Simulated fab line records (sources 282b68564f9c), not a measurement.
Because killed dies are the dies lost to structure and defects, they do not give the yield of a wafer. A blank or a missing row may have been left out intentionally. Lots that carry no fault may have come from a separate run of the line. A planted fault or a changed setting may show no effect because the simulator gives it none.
Which tool was responsible? | flow rit-cmos | Sampling: 14 lots, 42 wafers, 3 of 202 route steps

## WHAT EACH GAUGE READ, for each wafer
RIT_SILICIDE_RS_MEAS_02: the measuring method here is four-point-probe.
lot  | measured    | on            | SILICIDE_TI_RS (ohm/sq)
L356 | day 3 03:29 | film-metro-01 | 47.8 48.0 47.9
L357 | day 3 07:10 | film-metro-03 | 48.2 48.6 48.2
L358 | day 3 12:42 | film-metro-02 | 47.3 47.7 47.0
L359 | day 3 17:43 | film-metro-01 | 48.3 48.0 47.9
L360 | day 3 23:43 | film-metro-01 | 47.4 47.6 47.1
L361 | day 4 07:02 | film-metro-03 | 46.3 46.6 46.1
L362 | day 4 09:07 | film-metro-03 | 48.2 48.4 48.7
L363 | day 4 13:52 | film-metro-02 | 47.9 47.5 47.5
L364 | day 4 21:34 | film-metro-03 | 48.3 48.1 48.0
L369 | day 6 00:27 | film-metro-03 | 48.2 48.3 48.7
L372 | day 6 11:04 | film-metro-01 | 48.8 48.3 55.0
L374 | day 6 21:20 | film-metro-02 | 48.4 54.6 48.0
L377 | day 7 10:29 | film-metro-03 | 47.7 47.5 48.0
L379 | day 7 22:11 | film-metro-02 | 47.8 48.5 47.6

RIT_SILICIDE_THK_MEAS_03: measures by xrf.
lot  | measured    | on            | SILICIDE_TI_THK (nm)
L356 | day 3 03:36 | film-metro-01 | 29.3 29.2 29.3
L357 | day 3 07:16 | film-metro-03 | 29.5 29.5 29.5
L358 | day 3 12:49 | film-metro-02 | 29.6 29.5 29.8
L359 | day 3 17:50 | film-metro-01 | 29.0 29.1 29.2
L360 | day 3 23:50 | film-metro-01 | 29.7 29.4 29.6
L361 | day 4 07:09 | film-metro-03 | 30.4 30.2 30.4
L362 | day 4 09:13 | film-metro-03 | 29.5 29.4 29.2
L363 | day 4 13:59 | film-metro-02 | 29.2 29.4 29.5
L364 | day 4 21:40 | film-metro-03 | 29.4 29.6 29.6
L369 | day 6 00:32 | film-metro-03 | 29.3 29.3 29.0
L372 | day 6 11:11 | film-metro-01 | 28.7 29.0 26.1
L374 | day 6 21:26 | film-metro-02 | 29.2 26.4 29.3
L377 | day 7 10:36 | film-metro-03 | 29.6 29.7 29.5
L379 | day 7 22:17 | film-metro-02 | 29.2 28.8 29.3

## TOOL THAT RAN EACH LOT (tool first, then ch and the chambers of the sampled wafers, then the start)
lot  | RIT_SILICIDE_SPUTTER_01
L356 | pvd-sputter-03, day 3 03:20
L357 | pvd-sputter-02, day 3 06:59
L358 | pvd-sputter-03, day 3 12:33
L359 | pvd-sputter-02, day 3 17:34
L360 | pvd-sputter-03, day 3 23:34
L361 | pvd-sputter-02, day 4 06:52
L362 | pvd-sputter-03, day 4 08:56
L363 | pvd-sputter-02, day 4 13:43
L364 | pvd-sputter-04, day 4 21:22
L369 | pvd-sputter-02, day 6 00:14
L372 | pvd-sputter-04, day 6 10:55
L374 | pvd-sputter-04, day 6 21:10
L377 | pvd-sputter-02, day 7 10:20
L379 | pvd-sputter-02, day 7 22:00
- RIT_SILICIDE_SPUTTER_01: material Ti, target thk 30 nm, time 240 s.

## WHAT THE TOOLS THEMSELVES READ (means of the sampled wafers that have a number; where no wafer has one, the mark that the record gives instead)
RIT_SILICIDE_SPUTTER_01.
lot  | tool           | throttle-valve-pct (%)
L356 | pvd-sputter-03 | 30.1
L357 | pvd-sputter-02 | 30.5
L358 | pvd-sputter-03 | 29.6
L359 | pvd-sputter-02 | 30.4
L360 | pvd-sputter-03 | 30.6
L361 | pvd-sputter-02 | 29.8
L362 | pvd-sputter-03 | 30.4
L363 | pvd-sputter-02 | 30.3
L364 | pvd-sputter-04 | 29.7
L369 | pvd-sputter-02 | 29.8
L372 | pvd-sputter-04 | 30.1
L374 | pvd-sputter-04 | 30.1
L377 | pvd-sputter-02 | 30.3
L379 | pvd-sputter-02 | 29.8

## THE ANSWER, worked out from the rows above alone
Rule: usual is defined by the lots themselves. The widest of any qualifying gaps counts: lots, ordered by their means at a reading, are off when they make up no more than a third of the lots, leave a main group of 4 or more, and stand apart from it by 3 or more times the standard deviation of that group's means. A main group whose means are all the same, to the digits that the tables above print for the reading, isn't used. A lot without any number at a reading at which 4 lots or more have one is off too. The other lots that the step has rows for count as sound. Order of review: gauges by route order, followed by the tools' own readings, for which a lot's mean as printed above is used. At the first step where some lot is off, the reading lying furthest off is the one used; lots without a number count as furthest.
Off: at RIT_SILICIDE_RS_MEAS_02 (SILICIDE_TI_RS), L372, L374. Mean 47.8 ohm/sq and standard deviation 0.57 in the main group.
A tool fits if, at a process step before that reading, it ran every lot that is off, and no sound lot after the first of them. The gauges at RIT_SILICIDE_RS_MEAS_02 are tried like those tools. One fits: RIT_SILICIDE_SPUTTER_01 on pvd-sputter-04. A fault onset in the window from L364 (day 4 21:22, its last sound lot) to L372 (day 6 10:55, its first lot off) fits.

## WHAT THE SIMULATOR PUT IN
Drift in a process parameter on pvd-sputter-04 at RIT_SILICIDE_SPUTTER_01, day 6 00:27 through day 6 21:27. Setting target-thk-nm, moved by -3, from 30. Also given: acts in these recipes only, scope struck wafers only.
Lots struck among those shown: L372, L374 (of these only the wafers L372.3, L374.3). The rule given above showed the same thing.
